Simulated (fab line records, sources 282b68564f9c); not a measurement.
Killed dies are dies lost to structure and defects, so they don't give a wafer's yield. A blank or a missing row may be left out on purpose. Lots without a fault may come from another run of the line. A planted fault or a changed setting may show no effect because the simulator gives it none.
A struck lot beside a sound one | flow rit_cmos | 14 steps out of a route of 202
Sound: wafers L565.1, L565.2, L565.3. Struck: wafers L577.3, L577.4, L577.6. The cause comes at the end.
At each step with rows: each side's tool, then ch and its chambers, then its first start. Under that, the readings that differ: sound wafers | struck wafers | difference of the means | sigmas: that difference in standard deviations of wafers without a fault.
alike: readings whose means differ by less than 2 such deviations, and words and numbers that are the same on both sides. not compared: withheld readings, readings that some wafer has no value for, bounds like >300 that may hide the same value, and numbers for which the record gives no deviation and whose values overlap.
The two part at a step that has a row with sigmas, a row that says differs or no value, or rows on one side only. Numbers that don't overlap but have no deviation are shown without sigmas and don't part them. A reading that every wafer of one side lacks parts them only if that side has two wafers or more.

RIT_GATE_STRIP_20: strips in O2, time 180 s.
  sound on plasma_asher-04 ch 0,1, day 2 20:00; struck on plasma_asher-01 ch 0,1, day 5 10:03
  alike: drypump_motor_current_A, rf_refl_power_W
  not compared: rf_hours_counter_h
RIT_GATE_CD_MEAS_90: target cd 150 nm.
  sound on cd_sem-02, day 2 20:10; struck on cd_sem-02, day 5 10:13
  alike: cd_nm
then, 4 steps without rows for these wafers: RIT_REOX_CLEAN_00 (cleans in SC1, time 600 s); RIT_REOX_CLEAN_01 (cleans in dHF, time 30 s); RIT_REOX_CLEAN_02 (cleans in SC2, time 600 s); RIT_REOX_OXIDATION_03 (target thk 25.2 nm, ox time 5580 s).
RIT_REOX_THK_MEAS_04:
  sound on film_metro-04, day 2 23:17; struck on film_metro-02, day 5 13:37
  alike: REOX_OXIDE_THK
then, 5 steps without rows for these wafers: RIT_NLDD_HMDS_00 (prime time 60 s); RIT_NLDD_COAT_01 (resist thk 1000 nm); RIT_NLDD_SOFTBAKE_02 (time 60 s); RIT_NLDD_EXPOSE_03 (exposes mask M7, target cd 40700 nm); RIT_NLDD_PEB_04.
RIT_NLDD_DEVELOP_05: develop time 50 s.
  sound on litho_track-02 ch 0, day 3 00:00; struck on litho_track-04, day 5 14:00
  no value came back on the struck wafers for chill_plate_temp_C (C), develop_time_s (s); on the sound wafers chill_plate_temp_C (C) reads 23.03 22.90 23.01
RIT_NLDD_OVL_MEAS_06:
  sound on overlay-02, day 3 00:22; struck on overlay-01, day 5 14:43
  reading       | sound          | struck | difference                    | sigmas
  NLDD_OVL (nm) | -2.4 -2.0 -2.1 | - - -  | no value on the struck wafers |

WHERE THEY PART
First at RIT_NLDD_DEVELOP_05; last, within this record, at RIT_NLDD_OVL_MEAS_06.

WHY: what the simulator had put in
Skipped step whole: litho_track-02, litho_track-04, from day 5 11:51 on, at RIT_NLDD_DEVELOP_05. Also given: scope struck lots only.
